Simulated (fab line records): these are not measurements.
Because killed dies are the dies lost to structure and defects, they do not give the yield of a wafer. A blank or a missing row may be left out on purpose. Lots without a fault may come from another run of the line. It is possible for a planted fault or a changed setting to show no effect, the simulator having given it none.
8D (eight disciplines) problem report, filled in by code | flow berkeley-cmos170 | the parts of the form that need people (team, actions taken, sign-off) are left out

== 1. THE ISSUE ==
cd-nm at UCB170_M1_CD_MEAS_90 reads a mean of 717.4 nm on 9 wafers of 3 lots; wafers without a fault read 700.0 nm with a standard deviation of 2.2. That is +7.9 standard deviations from the usual mean.
The step: target cd 700 nm.
First seen on wafer L894.2, day 8 20:03, on cd-sem-01. The record holds 45 wafers of 15 lots with a number at this step. Rule for "out" (also "out of limits"): further than 4 standard deviations from the usual mean. The rest of the wafers with a number are treated as sound.

== 2. WHAT THIS IS AND IS NOT ==
question                    | is                     | is not
which readings at this step | cd-nm                  | -
which lots                  | L894, L895, L898       | L890, L891, L893, L901, L902, L904, L905, L906, L907, L910, L911, L912
which wafers of those lots  | all that have a number | -
read on which gauges        | cd-sem-01              | cd-sem-02
when                        | from day 8 20:03       | up to then (9 sound wafers); but 27 sound wafers of L901, L902, L904, L905, L906, L907, L910, L911, L912 came after

== 3. WHAT RULES OUT EACH SUSPECT ==
Counting: a tool stays on the suspect list if, at a process step up to the reading, it processed all lots that are out and no sound lot following the first of them.
- the gauge at UCB170_M1_CD_MEAS_90: ruled out. All the wafers that are out were read on cd-sem-01, but those of them that UCB170_M1_METAL_ETCH_12 has rows for are out there too, on other tools.
- rie-metal-01 at UCB170_M1_METAL_ETCH_12 (etches Al in Cl2/BCl3, stops on PSG, target depth 780 nm, time 130 s): ruled out as a lasting fault. Following L894 (day 8 19:48), the first lot on it that is out, the sound lots L910 were run on it.
Left after counting: nothing in the record.

== 4. THE CAUSE (what the simulator had put in) ==
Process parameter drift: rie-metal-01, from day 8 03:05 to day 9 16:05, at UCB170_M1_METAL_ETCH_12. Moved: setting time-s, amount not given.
Counting ruled it out, wrongly: the rule takes a fault to strike every lot that its tool runs from its start on, and this one did not.

== 5. THE CHAIN OF EFFECTS, in route order ==
One row per reading whose mean, taken over the struck wafers that have a number, lies over 3 standard deviations from the usual. Readings are gone through only where the record gives a usual standard deviation; hours: the median, over the lots, of the time from a lot's start at the first step in this table giving one to that lot's start at this step; sigmas: the change measured in usual standard deviations.
hours | step                    | reading        | usual      | on struck wafers | change | sigmas
0     | UCB170_M1_METAL_ETCH_12 | oes-product-au | 0.847 a.u. | 0.986            | +0.139 | +9.9
0     | UCB170_M1_METAL_ETCH_12 | run-length-s   | 158.5 s    | 96.9             | -61.6  | -99 or more
0     | UCB170_M1_CD_MEAS_90    | cd-nm          | 700.0 nm   | 717.4            | +17.4  | +7.9
Its process steps:
- UCB170_M1_METAL_ETCH_12: etches Al in Cl2/BCl3, stops on PSG, target depth 780 nm, time 130 s.

== 6. WHAT WOULD HAVE CAUGHT IT SOONER ==
In this record the first reading out of limits at a measuring or inspecting step was taken at day 8 20:03, 17 hours after the fault began at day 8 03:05.
The tool's own readings at UCB170_M1_METAL_ETCH_12 were out on every struck wafer that the step has a row for (oes-product-au, run-length-s): an alarm limit on them would have fired on the first of those.
